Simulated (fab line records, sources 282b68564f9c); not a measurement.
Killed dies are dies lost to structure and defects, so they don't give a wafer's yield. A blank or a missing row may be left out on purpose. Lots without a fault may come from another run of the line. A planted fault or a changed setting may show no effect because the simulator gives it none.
fab line records | flow rit_cmos
record lots=7 wafers=21 last_day=7
route steps=202 shown NSD@132 PSD@142 M1@202
lots that met no fault: from a run of the same line without faults
start_h: hours from the record's first day to the start of the lot's first wafer shown | wait_h: hours since the lot's step before | " the same as in the row above | L1.1+2: a row that stands for several wafers | - no value, or no start given | * or withheld: withheld | < > ~ a bound
route shown NAME@n: a module of which the file shows steps, and the number in the route of the first | usual: mean/standard deviation of fault-free wafers | same: alike in all rows | chamber/n: place in a boat | sites: the reading at each site | _std_site: their standard deviation | _edge_site: outer sites' mean less inner sites' | radius_mm: how far each site lies from the wafer's centre | mask NAME#n: copy n | behind: the tool/chamber that last shaped the wafer | hold: why the lot was held/for how many hours/how that ended | device: the transistor (n, p or np) that didn't switch | end of line: the same wafers' tests at the end of the route | a step without rows: its recipe alone | killed: dies lost to structure and defects at the first sort, not the wafer's yield | map: a wafer's dies, x killed, . not, _ none there
set.NAME: the setting as run; set.NAME@STEP: as run at that earlier step | model.NAME: the simulator's own value behind a step, which no gauge read
lots at some steps of the route; a table a step, a row a wafer
services: from which hour (start_h, from the record's first day; less than 0 if before it) a tool's chamber was out of use, for how many hours, and why
## steps
# step RIT_NSD_COAT_01
# recipe resist=NOVOLAK spin_rpm=3250 resist_thk_nm=1000
# step RIT_NSD_SOFTBAKE_02
# recipe resist=NOVOLAK temp_c=90 time_s=60
# step RIT_NSD_EXPOSE_03
# recipe mask_id=M9 na=0.57 target_cd_nm=40700 dose_mj=250
# step RIT_NSD_PEB_04
# recipe resist=NOVOLAK temp_c=withheld time_s=withheld
# step RIT_NSD_DEVELOP_05
# recipe resist=NOVOLAK develop_time_s=50 dev_temp_c=23
# step RIT_NSD_OVL_MEAS_06
# usual NSD_OVL=0.2/1.4
# columns lot.wafer tool chamber start_h wait_h NSD_OVL[nm]
L492.1 overlay-01 - 66.46 - -0.8
L492.3 " - " " 1.0
L492.6 " - " " -0.8
L496.3 overlay-02 - 85.94 - -1.7
L496.4 " - " " -1.7
L496.5 " - " " -1.9
L497.1 overlay-01 - 87.93 - 0.8
L497.2 " - " " 0.8
L497.4 " - " " -0.2
L498.1 overlay-01 - 94.51 - -0.1
L498.2 " - " " 1.8
L498.3 " - " " -0.1
L499.1 overlay-01 - 102.22 - -0.9
L499.3 " - " " 0.5
L499.6 " - " " 0.0
L502.1 overlay-02 - 112.52 - -2.8
L502.2 " - " " -1.9
L502.6 " - " " -2.0
L510.1 overlay-01 - 154.11 - 2.1
L510.2 " - " " 1.6
L510.4 " - " " 2.1
# step RIT_NSD_HARDBAKE_07
# recipe resist=NOVOLAK temp_c=140 time_s=60
# step RIT_NSD_IMPLANT_08
# recipe species=P energy_kev=24.73 dose_cm2=1e+15 tilt_deg=7
# step RIT_NSD_STRIP_09
# recipe chemistry=O2 time_s=180 resist=NOVOLAK platen_temp_c=withheld power_w=500 pressure_mtorr=4000 o2_flow_sccm=4000
# usual drypump_motor_current_A=5.74/0.28
# columns lot.wafer tool chamber start_h wait_h drypump_motor_current_A rf_hours_counter_h
L492.1 plasma_asher-04 0 66.99 0.1 5.72 44
L492.3 " 1 " " 5.83 -
L492.6 " 0 " " 5.73 -
L496.3 plasma_asher-02 0 86.32 0.1 6.03 -
L496.4 " 1 " " 5.33 -
L496.5 " 1 " " 5.34 -
L497.1 plasma_asher-02 1 88.26 0.1 5.33 29
L497.2 " 0 " " 6.03 29
L497.4 " 1 " " 5.33 -
L498.1 plasma_asher-04 1 94.84 0.1 5.79 48
L498.2 " 0 " " 5.75 48
L498.3 " 0 " " 5.72 -
L499.1 plasma_asher-04 1 102.56 0.1 5.83 49
L499.3 " 0 " " 5.74 -
L499.6 " 1 " " 5.79 -
L502.1 plasma_asher-01 0 112.86 0.1 5.38 44
L502.2 " 1 " " 6.10 44
L502.6 " 0 " " 5.39 -
L510.1 plasma_asher-01 1 154.45 0.1 6.13 49
L510.2 " 0 " " 5.41 49
L510.4 " 0 " " 5.41 -
# step RIT_NSD_TW_MEAS_10
# usual NSD_TW=3135/16
# columns lot.wafer tool chamber start_h wait_h NSD_TW
L492.1 film_metro-02 - 67.16 0.1 3133
L492.3 " - " " 3144
L492.6 " - " " 3131
L496.3 film_metro-01 - 86.46 0.1 3155
L496.4 " - " " 3145
L496.5 " - " " 3144
L497.1 film_metro-02 - 88.44 0.1 3144
L497.2 " - " " 3146
L497.4 " - " " 3126
L498.1 film_metro-01 - 95.02 0.1 3153
L498.2 " - " " 3134
L498.3 " - " " 3153
L499.1 film_metro-03 - 102.73 0.1 3125
L499.3 " - " " 3123
L499.6 " - " " 3134
L502.1 film_metro-03 - 113.04 0.1 3085
L502.2 " - " " 3112
L502.6 " - " " 3127
L510.1 film_metro-02 - 154.62 0.1 3130
L510.2 " - " " 3116
L510.4 " - " " 3131
# step RIT_PSD_HMDS_00
# recipe prime_time_s=60 prime_temp_c=140
# step RIT_PSD_COAT_01
# recipe resist=NOVOLAK spin_rpm=3250 resist_thk_nm=1000
# step RIT_PSD_SOFTBAKE_02
# recipe resist=NOVOLAK temp_c=90 time_s=60
# usual exhaust_pa=45.1/0.99 heater_power_total_W=34.57/0.048 plate_temp_C=89.99/0.13
# columns lot.wafer tool chamber start_h wait_h exhaust_pa heater_power_total_W plate_temp_C model.NOVOLAK_of_PSD_COAT_01.thk_nm
L492.1 litho_track-03 0 67.52 0.1 43.5 34.58 90.03 998.7
L492.3 " 0 " " 45.5 34.54 90.04 996.2
L492.6 " 0 " " 44.1 34.49 89.94 997.9
L496.3 litho_track-02 0 87.06 0.1 43.5 34.59 90.04 993.6
L496.4 " 0 " " 44.7 34.60 90.03 993
L496.5 " 0 " " 44.0 34.52 90.15 994.4
L497.1 litho_track-02 0 88.80 0.1 43.4 38.76 97.61 979.5
L497.2 " 0 " " 46.1 38.71 97.69 974.6
L497.4 " 0 " " 44.2 38.76 97.77 979.2
L498.1 litho_track-02 0 95.41 0.1 44.7 38.78 97.74 977.7
L498.2 " 0 " " 44.6 38.75 97.79 976.3
L498.3 " 0 " " 44.6 38.69 97.86 975.4
L499.1 litho_track-02 0 103.09 0.1 45.7 38.87 97.86 979.7
L499.3 " 0 " " 45.4 38.82 97.87 980.1
L499.6 " 0 " " 43.6 38.78 97.75 979.9
L502.1 litho_track-03 0 113.40 0.1 46.5 34.56 90.02 1004
L502.2 " 0 " " 45.1 34.47 89.98 1006
L502.6 " 0 " " 45.2 34.57 89.97 1005
L510.1 litho_track-04 0 154.98 0.1 44.1 34.60 90.07 1000
L510.2 " 0 " " 44.5 34.56 89.98 998
L510.4 " 0 " " 45.2 34.43 89.99 996.2
# step RIT_PSD_EXPOSE_03
# recipe mask_id=M10 na=0.57 target_cd_nm=40900 dose_mj=250
# step RIT_PSD_PEB_04
# recipe resist=NOVOLAK temp_c=withheld time_s=withheld
# step RIT_PSD_DEVELOP_05
# recipe resist=NOVOLAK develop_time_s=50 dev_temp_c=23
# usual exhaust_pa=45.1/0.73
# columns lot.wafer tool chamber start_h wait_h exhaust_pa model.NOVOLAK_of_PSD_COAT_01.thk_nm
L492.1 litho_track-04 0 - - 45.1 998.4
L492.3 " 0 " " 44.4 995.9
L492.6 " 0 " " 45.6 997.5
L496.3 litho_track-02 0 - - 45.8 993.3
L496.4 " 0 " " 44.3 992.7
L496.5 " 0 " " 46.5 994.1
L497.1 litho_track-02 0 - - 45.1 979.1
L497.2 " 0 " " 44.2 974.2
L497.4 " 0 " " 46.6 978.8
L498.1 litho_track-02 0 - - 45.6 977.3
L498.2 " 0 " " 43.4 975.9
L498.3 " 0 " " 44.0 975.1
L499.1 litho_track-04 0 - - 45.4 979.4
L499.3 " 0 " " 44.5 979.8
L499.6 " 0 " " 45.1 979.6
L502.1 litho_track-02 0 - - 44.8 1004
L502.2 " 0 " " 44.1 1006
L502.6 " 0 " " 44.7 1005
L510.1 litho_track-03 0 - - 45.1 1000
L510.2 " 0 " " 44.2 997.7
L510.4 " 0 " " 45.4 995.8
# step RIT_PSD_OVL_MEAS_06
# usual PSD_OVL=0.3/1.4
# columns lot.wafer tool chamber start_h wait_h PSD_OVL[nm]
L492.1 overlay-01 - 68.07 - 0.1
L492.3 " - " " -0.5
L492.6 " - " " 1.0
L496.3 overlay-02 - 87.69 - 0.7
L496.4 " - " " 3.1
L496.5 " - " " 2.7
L497.1 overlay-01 - 89.35 - 0.6
L497.2 " - " " 0.7
L497.4 " - " " 0.8
L498.1 overlay-01 - 95.96 - 0.5
L498.2 " - " " 1.1
L498.3 " - " " 1.5
L499.1 overlay-01 - 103.72 - 1.9
L499.3 " - " " 0.1
L499.6 " - " " 1.2
L502.1 overlay-01 - 114.07 - 1.0
L502.2 " - " " 0.5
L502.6 " - " " 0.4
L510.1 overlay-02 - 155.66 - -1.7
L510.2 " - " " -1.8
L510.4 " - " " 0.2
# step RIT_M1_PROBE_99
# usual killed_at_M0_to_M3=0.0/0.2 killed_at_contacts=0.1/0.32 killed_at_front_end=6.7/2.9 killed_dies=6.8/2.9 killed_open=3.3/1.7 killed_short=3.4/2.1
# same gross_dies=264 killed_at_M4_up=0 killed_at_back_side=0 killed_at_other=0
# columns lot.wafer tool chamber start_h wait_h killed_at_M0_to_M3 killed_at_contacts killed_at_front_end killed_dies killed_open killed_short
L492.1 prober-01 - 76.49 0.1 0 0 8 8 2 6
L492.3 prober-01 - 76.59 0.2 1 0 10 11 7 4
L492.6 prober-01 - 76.74 0.2 0 0 4 4 2 2
L496.3 prober-01 - 97.03 0.2 0 0 8 8 5 3
L496.4 prober-01 - 97.08 0.2 0 0 10 10 5 5
L496.5 prober-01 - 97.13 0.2 0 0 3 3 2 1
L497.1 prober-02 - 98.43 0.1 0 0 13 13 6 7
L497.2 prober-02 - 98.48 0.1 0 0 2 2 1 1
L497.4 prober-02 - 98.58 0.2 1 0 9 10 6 4
L498.1 prober-01 - 104.19 0.1 0 1 8 9 5 4
L498.2 prober-01 - 104.24 0.1 0 0 6 6 1 5
L498.3 prober-01 - 104.29 0.2 0 0 1 1 1 0
L499.1 prober-02 - 112.78 0.1 0 0 8 8 4 4
L499.3 prober-02 - 112.88 0.2 0 0 5 5 4 1
L499.6 prober-02 - 113.03 0.2 0 1 5 6 3 3
L502.1 prober-01 - 122.84 0.1 0 0 16 16 6 10
L502.2 prober-01 - 122.89 0.1 0 0 4 4 1 3
L502.6 prober-01 - 123.09 0.2 0 0 5 5 2 3
L510.1 prober-01 - 165.07 0.1 0 0 7 7 5 2
L510.2 prober-01 - 165.12 0.1 0 0 5 5 3 2
L510.4 prober-01 - 165.22 0.2 0 0 7 7 2 5
# killed by level:class
L492.1 GATE:geometric_particle:short=4 FOX2:geometric_particle:open=1 REOX:geometric_particle:short=1 REOX:geometric_particle:open=1 SILICIDE:geometric_particle:short=1
L492.3 GATE:geometric_particle:short=4 GATE:geometric_particle:open=3 FOX1:geometric_particle:open=2 FOX2:geometric_particle:open=1 M1:geometric_particle:open=1
L492.6 GATE:geometric_particle:open=2 GATE:geometric_particle:short=2
L496.3 FOX1:geometric_particle:short=2 FOX1:geometric_particle:open=2 SILICIDE:geometric_particle:open=2 GATE:geometric_particle:open=1 SILICIDE:geometric_particle:short=1
L496.4 GATE:geometric_particle:open=2 REOX:geometric_particle:short=2 FOX1:geometric_particle:open=1 GATE:geometric_particle:short=1 REOX:geometric_particle:open=1 SPACER:geometric_particle:open=1 SPACER:geometric_particle:short=1 SILICIDE:geometric_particle:short=1
L496.5 FOX1:geometric_particle:open=1 SILICIDE:geometric_particle:open=1 SILICIDE:geometric_particle:short=1
L497.1 SPACER:geometric_particle:open=4 SPACER:geometric_particle:short=3 FOX1:geometric_particle:short=2 GATE:geometric_particle:open=2 GATE:geometric_particle:short=1 REOX:geometric_particle:short=1
L497.2 REOX:geometric_particle:open=1 SILICIDE:geometric_particle:short=1
L497.4 GATE:geometric_particle:open=3 GATE:geometric_particle:short=3 SPACER:geometric_particle:open=2 REOX:geometric_particle:open=1 M1:geometric_particle:short=1
L498.1 FOX1:geometric_particle:short=2 FOX1:geometric_particle:open=2 SPACER:geometric_particle:open=2 ACTIVE:geometric_particle:open=1 REOX:geometric_particle:short=1 CONTACT:geometric_particle:short=1
L498.2 FOX1:geometric_particle:short=3 SPACER:geometric_particle:short=2 FOX1:geometric_particle:open=1
L498.3 FOX2:geometric_particle:open=1
L499.1 GATE:geometric_particle:open=3 GATE:geometric_particle:short=2 REOX:geometric_particle:short=1 SPACER:geometric_particle:open=1 SILICIDE:geometric_particle:short=1
L499.3 SPACER:geometric_particle:open=3 REOX:geometric_particle:open=1 SPACER:geometric_particle:short=1
L499.6 FOX1:geometric_particle:open=1 REOX:geometric_particle:open=1 REOX:geometric_particle:short=1 SPACER:geometric_particle:open=1 SPACER:geometric_particle:short=1 CONTACT:geometric_particle:short=1
L502.1 GATE:geometric_particle:short=4 FOX2:geometric_particle:short=2 GATE:geometric_particle:open=2 SPACER:geometric_particle:short=2 FOX1:geometric_particle:short=1 FOX2:geometric_particle:open=1 REOX:geometric_particle:open=1 REOX:geometric_particle:short=1
L502.2 GATE:geometric_particle:short=2 FOX1:geometric_particle:short=1 SILICIDE:geometric_particle:open=1
L502.6 GATE:geometric_particle:short=2 GATE:geometric_particle:open=1 SPACER:geometric_particle:short=1 SPACER:geometric_particle:open=1
L510.1 FOX1:geometric_particle:open=2 FOX1:geometric_particle:short=1 GATE:geometric_particle:open=1 REOX:geometric_particle:short=1 REOX:geometric_particle:open=1 SPACER:geometric_particle:open=1
L510.2 GATE:geometric_particle:open=2 GATE:geometric_particle:short=1 REOX:geometric_particle:short=1 SPACER:geometric_particle:open=1
L510.4 GATE:geometric_particle:short=2 FOX1:geometric_particle:short=1 GATE:geometric_particle:open=1 REOX:geometric_particle:short=1 SPACER:geometric_particle:short=1 SPACER:geometric_particle:open=1
## services
# columns tool chamber start_h hours kind
plasma_asher-01 - 74.94 15.6 pm
plasma_asher-01 - 106.05 2.8 repair
plasma_asher-04 - 108.81 9.0 pm
plasma_asher-04 0 108.81 9.0 vent_cycle
plasma_asher-04 1 108.81 9.0 vent_cycle
plasma_asher-02 - 116.39 3.3 repair
plasma_asher-04 0 117.81 - clean
plasma_asher-04 1 117.81 - clean
plasma_asher-04 - 153.94 2.8 pm
## key
first_sign step=RIT_PSD_SOFTBAKE_02 reading=heater_power_total_W direction=up sigmas=88 usual=34.57 struck=38.77
effect step=RIT_PSD_SOFTBAKE_02 reading=plate_temp_C direction=up sigmas=60 usual=* struck=*
model_effect step=RIT_PSD_SOFTBAKE_02 value=NOVOLAK_of_PSD_COAT_01.thk_nm without=998.4 struck=978
model_effect step=RIT_PSD_DEVELOP_05 value=NOVOLAK_of_PSD_COAT_01.thk_nm without=998.1 struck=977.7
met_at RIT_PSD_SOFTBAKE_02
struck_wafers L497.1,L497.2,L497.4,L498.1,L498.2,L498.3,L499.1,L499.3,L499.6
tester_left_out L497,L498,L499
onset_between 87.06 88.80
fault kind=process_parameter_drift tool=litho_track-02 chamber=- onset_h=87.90 steps=RIT_PSD_SOFTBAKE_02 channel=temp_c offset=* shape=step end_h=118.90 acts_in=* stated=*
# tester_left_out: of these lots the tester's yield and bins aren't shown, on N5 and GAA mostly nor the transistor test; their killed dies are dies lost to structure and defects alone, not to doping, threshold or leakage, so they don't give the yield
